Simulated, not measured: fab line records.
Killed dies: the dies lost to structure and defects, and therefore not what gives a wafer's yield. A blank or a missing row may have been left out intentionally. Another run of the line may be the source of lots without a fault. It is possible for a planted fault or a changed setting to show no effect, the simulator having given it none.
Split-lot trial :: flow berkeley cmos170 :: route with 331 steps; 5 lots, 23 wafers read

## ON THE SPLIT
At UCB170_WELLDRIVE_OXIDATION_01 (target thk 199 nm, ox time 9000 s), the setting temp c was moved away from the recipe's 1100 C on 15 of the 23 wafers read, by -1.7% to +1.1%. All remaining wafers had this setting at the recipe value.

There is no step in the file separating the split from the reading.

## THE READING
Values of WELLDRIVE_OXIDE_THK in nm from UCB170_WELLDRIVE_THK_MEAS_02. On this fab line, fault-free wafers typically give 199.5 nm with a standard deviation of 2.6 nm.

wafer: L076.1
tool, chamber at the split: -, -
temp c as run, C: 1109
against the recipe: +0.8%
WELLDRIVE_OXIDE_THK, nm: 210.9
against lot-mates on the recipe: no lot-mate on the recipe

wafer: L076.2
tool, chamber at the split: -, -
temp c as run, C: 1109
against the recipe: +0.8%
WELLDRIVE_OXIDE_THK, nm: 207.0
against lot-mates on the recipe: no lot-mate on the recipe

wafer: L076.3
tool, chamber at the split: -, -
temp c as run, C: 1109
against the recipe: +0.8%
WELLDRIVE_OXIDE_THK, nm: 208.8
against lot-mates on the recipe: no lot-mate on the recipe

wafer: L076.4
tool, chamber at the split: -, -
temp c as run, C: 1109
against the recipe: +0.8%
WELLDRIVE_OXIDE_THK, nm: 207.8
against lot-mates on the recipe: no lot-mate on the recipe

wafer: L076.6
tool, chamber at the split: -, -
temp c as run, C: 1109
against the recipe: +0.8%
WELLDRIVE_OXIDE_THK, nm: 207.7
against lot-mates on the recipe: no lot-mate on the recipe

wafer: L077.1
tool, chamber at the split: -, -
temp c as run, C: 1112
against the recipe: +1.1%
WELLDRIVE_OXIDE_THK, nm: 212.9
against lot-mates on the recipe: no lot-mate on the recipe

wafer: L077.2
tool, chamber at the split: -, -
temp c as run, C: 1112
against the recipe: +1.1%
WELLDRIVE_OXIDE_THK, nm: 214.9
against lot-mates on the recipe: no lot-mate on the recipe

wafer: L077.3
tool, chamber at the split: -, -
temp c as run, C: 1112
against the recipe: +1.1%
WELLDRIVE_OXIDE_THK, nm: 210.8
against lot-mates on the recipe: no lot-mate on the recipe

wafer: L077.4
tool, chamber at the split: -, -
temp c as run, C: 1112
against the recipe: +1.1%
WELLDRIVE_OXIDE_THK, nm: 211.4
against lot-mates on the recipe: no lot-mate on the recipe

wafer: L077.6
tool, chamber at the split: -, -
temp c as run, C: 1112
against the recipe: +1.1%
WELLDRIVE_OXIDE_THK, nm: 207.7
against lot-mates on the recipe: no lot-mate on the recipe

wafer: L079.1
tool, chamber at the split: -, -
temp c as run, C: 1081
against the recipe: -1.7%
WELLDRIVE_OXIDE_THK, nm: 177.6
against lot-mates on the recipe: no lot-mate on the recipe

wafer: L079.2
tool, chamber at the split: -, -
temp c as run, C: 1081
against the recipe: -1.7%
WELLDRIVE_OXIDE_THK, nm: 182.0
against lot-mates on the recipe: no lot-mate on the recipe

wafer: L079.4
tool, chamber at the split: -, -
temp c as run, C: 1081
against the recipe: -1.7%
WELLDRIVE_OXIDE_THK, nm: 179.4
against lot-mates on the recipe: no lot-mate on the recipe

wafer: L079.5
tool, chamber at the split: -, -
temp c as run, C: 1081
against the recipe: -1.7%
WELLDRIVE_OXIDE_THK, nm: 181.5
against lot-mates on the recipe: no lot-mate on the recipe

wafer: L079.6
tool, chamber at the split: -, -
temp c as run, C: 1081
against the recipe: -1.7%
WELLDRIVE_OXIDE_THK, nm: 177.2
against lot-mates on the recipe: no lot-mate on the recipe

wafer: L081.1
tool, chamber at the split: -, -
temp c as run, C: 1100
against the recipe: recipe
WELLDRIVE_OXIDE_THK, nm: 197.1
against lot-mates on the recipe: -

wafer: L081.2
tool, chamber at the split: -, -
temp c as run, C: 1100
against the recipe: recipe
WELLDRIVE_OXIDE_THK, nm: 202.4
against lot-mates on the recipe: -

wafer: L081.4
tool, chamber at the split: -, -
temp c as run, C: 1100
against the recipe: recipe
WELLDRIVE_OXIDE_THK, nm: 200.2
against lot-mates on the recipe: -

wafer: L081.5
tool, chamber at the split: -, -
temp c as run, C: 1100
against the recipe: recipe
WELLDRIVE_OXIDE_THK, nm: 198.7
against lot-mates on the recipe: -

wafer: L081.6
tool, chamber at the split: -, -
temp c as run, C: 1100
against the recipe: recipe
WELLDRIVE_OXIDE_THK, nm: 198.5
against lot-mates on the recipe: -

wafer: L083.1
tool, chamber at the split: furnace-04, 0
temp c as run, C: 1100
against the recipe: recipe
WELLDRIVE_OXIDE_THK, nm: 200.8
against lot-mates on the recipe: -

wafer: L083.5
tool, chamber at the split: furnace-04, 0
temp c as run, C: 1100
against the recipe: recipe
WELLDRIVE_OXIDE_THK, nm: 195.3
against lot-mates on the recipe: -

wafer: L083.6
tool, chamber at the split: furnace-04, 0
temp c as run, C: 1100
against the recipe: recipe
WELLDRIVE_OXIDE_THK, nm: 198.7
against lot-mates on the recipe: -

THE FIT
A straight line over all 23 wafers: WELLDRIVE_OXIDE_THK changes by +11.4 nm for each +1% of temp c; r = +0.99; the points scatter about the line by 2.1 nm.
Too few moved wafers have a lot-mate on the recipe to fit a line with each lot's own level taken away.

## THE WHOLE CHAIN: every reading that the file lists as answering this split, in the file's order
step: UCB170_WELLDRIVE_OXIDATION_01
what it does: target thk 199 nm, ox time 9000 s
reading: SiO2_of_WELLDRIVE_OXIDATION_01.thk nm (the simulator's own value, which no gauge read)
change (the file's fit): +11.3 nm for each +1% of the setting
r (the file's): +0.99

step: UCB170_WELLDRIVE_THK_MEAS_02
what it does: 
reading: WELLDRIVE_OXIDE_THK
change (the file's fit): +11.4 for each +1% of the setting
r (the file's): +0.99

## THE FILE'S OWN FIT
WELLDRIVE_OXIDE_THK changes by +11.4 nm for each +1% of temp c, r = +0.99.
